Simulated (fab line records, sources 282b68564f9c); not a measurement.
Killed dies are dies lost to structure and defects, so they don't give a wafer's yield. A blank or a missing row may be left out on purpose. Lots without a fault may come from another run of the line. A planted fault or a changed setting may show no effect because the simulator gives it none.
Problem report in the 8D (eight disciplines) form, filled by code | flow rit_cmos | the parts of the form that need people (team, actions taken, sign-off) are left out

1. THE PROBLEM
run_length_s at RIT_CONTACT_STRIP_12 reads a mean of 222.50 s on 6 wafers of 2 lots; wafers without a fault read 208.20 s with a standard deviation of 0.27. That is +53 standard deviations from the usual mean.
The step: strips in O2, time 180 s.
First seen on wafer L210.1, day 6 03:32, on plasma_asher-04. The record holds 42 wafers of 14 lots with a number at this step. Rule for "out", or "out of limits": more than 4 standard deviations from the usual mean. The other wafers with a number count as sound.

2. WHAT IT IS AND WHAT IT IS NOT
question                    | is                     | is not
which readings at this step | run_length_s           | chamber_pressure_mTorr, drypump_motor_current_A
which lots                  | L210, L215             | L197, L199, L202, L203, L204, L205, L206, L207, L209, L211, L214, L218
which wafers of those lots  | all that have a number | -
read on which tools         | plasma_asher-04        | plasma_asher-01, plasma_asher-03
when                        | from day 6 03:32       | up to then (27 sound wafers); but 9 sound wafers of L211, L214, L218 came after

3. SUSPECTS, AND WHAT RULES EACH OUT
Counting: a tool at a process step up to the reading stays a suspect if it ran every lot that is out and no sound lot after the first of them.
- plasma_asher-04 at RIT_CONTACT_STRIP_12 (strips in O2, time 180 s): kept. It ran every lot that is out, first L210 (day 6 03:32), and no sound lot after that; its last sound lot up to then is L209 (day 6 01:44). Its own readings are out on those wafers: run_length_s.
Left after counting: plasma_asher-04 at RIT_CONTACT_STRIP_12.

4. THE CAUSE (what the simulator had put in)
Process parameter drift: plasma_asher-04, from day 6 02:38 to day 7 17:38, at RIT_CONTACT_STRIP_12. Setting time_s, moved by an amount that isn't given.
Counting left only this tool.

5. THE CHAIN OF EFFECTS, in route order
Each row: a reading whose mean over the struck wafers that have a number lies more than 3 standard deviations from the usual. Only readings for which the record gives a usual standard deviation are gone through. hours: the time from each lot's start at the first step in this table that gives one to its start at this step, as a median over the lots. sigmas: the change in usual standard deviations.
hours | step                 | reading      | usual    | on struck wafers | change | sigmas
0     | RIT_CONTACT_STRIP_12 | run_length_s | 208.20 s | 222.50           | +14.30 | +53
The process steps in it:
- RIT_CONTACT_STRIP_12: strips in O2, time 180 s.

6. WHAT WOULD HAVE CAUGHT IT SOONER
In this record the first reading out of limits was taken at day 6 03:32, 1 hour after the fault began at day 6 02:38.
